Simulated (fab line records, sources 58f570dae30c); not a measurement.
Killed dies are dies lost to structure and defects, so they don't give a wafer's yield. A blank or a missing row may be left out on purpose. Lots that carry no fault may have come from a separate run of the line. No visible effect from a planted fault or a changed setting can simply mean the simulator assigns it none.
One fault through the eyes of 2 desks || flow berkeleyCmos170 || each desk has only its own numbers; what lay behind them comes last

## FROM THE METROLOGY DESK
What the gauges read for every lot (on any tool): the sampled wafers with a number, averaged. The brackets show how far a lot's mean lies from the usual mean; more than 4 standard deviations puts the lot out of limits, marked OUT.
Columns: A = M2_AL_THK at UCB170_M2_THK_MEAS_03, usual 901 nm; B = V2_TEOS_THK at UCB170_V2_THK_MEAS_01, usual 2004 nm
{"lot": "L266", "first seen here": "day 7 06:11", "A": 900, "B": 1986}
{"lot": "L265", "first seen here": "day 7 06:24", "A": 905, "B": 2026}
{"lot": "L267", "first seen here": "day 7 10:32", "A": 880, "B": 2006}
{"lot": "L268", "first seen here": "day 8 06:20", "A": 893, "B": 1991}
{"lot": "L273", "first seen here": "day 9 08:21", "A": 913, "B": 2002}
{"lot": "L280", "first seen here": "day 10 14:48", "A": 889, "B": 2012}
{"lot": "L281", "first seen here": "day 10 14:55", "A": 886, "B": 1983}
{"lot": "L279", "first seen here": "day 10 15:34", "A": 899, "B": 1985}
{"lot": "L282", "first seen here": "day 10 16:59", "A": 898, "B": 1986}
{"lot": "L284", "first seen here": "day 11 10:54", "A": 899, "B": 2029}
{"lot": "L285", "first seen here": "day 11 11:11", "A": 889, "B": 1993}
{"lot": "L286", "first seen here": "day 11 19:58", "A": 894, "B": 2003}
{"lot": "L288", "first seen here": "day 11 23:49", "A": 896, "B": 1982}
Result from this desk: across the 13 lots, nothing is out of limits.

## FOR THE TOOL OWNER'S DESK: rieDiel-01
The tool's own readings at UCB170_M1_ETCH_11 (etches BARC in N2/H2): means of the sampled wafers that have a number, for each lot that ran on this tool. The brackets show how far a lot's mean lies from the usual mean; more than 4 standard deviations puts the lot out of limits, marked OUT.
Columns: A = drypumpMotorCurrentA at UCB170_M1_ETCH_11, usual 5.7 A; B = oesProductAu at UCB170_M1_ETCH_11, usual 1.008 a.u.; C = throttleValvePct at UCB170_M1_ETCH_11, usual 13.27 %
{"lot": "L268", "first seen here": "day 7 17:25", "A": 5.8, "B": 1.008, "C": 13.19}
{"lot": "L273", "first seen here": "day 9 00:12", "A": 5.6, "B": 1.007, "C": 13.21}
Result from this desk: across the 2 lots, nothing is out of limits.

## TAKEN TOGETHER
Nothing out of limits was seen by the metrology desk.
The tool owner's desk saw nothing out of limits.

## WHAT WAS PUT IN BY THE SIMULATOR
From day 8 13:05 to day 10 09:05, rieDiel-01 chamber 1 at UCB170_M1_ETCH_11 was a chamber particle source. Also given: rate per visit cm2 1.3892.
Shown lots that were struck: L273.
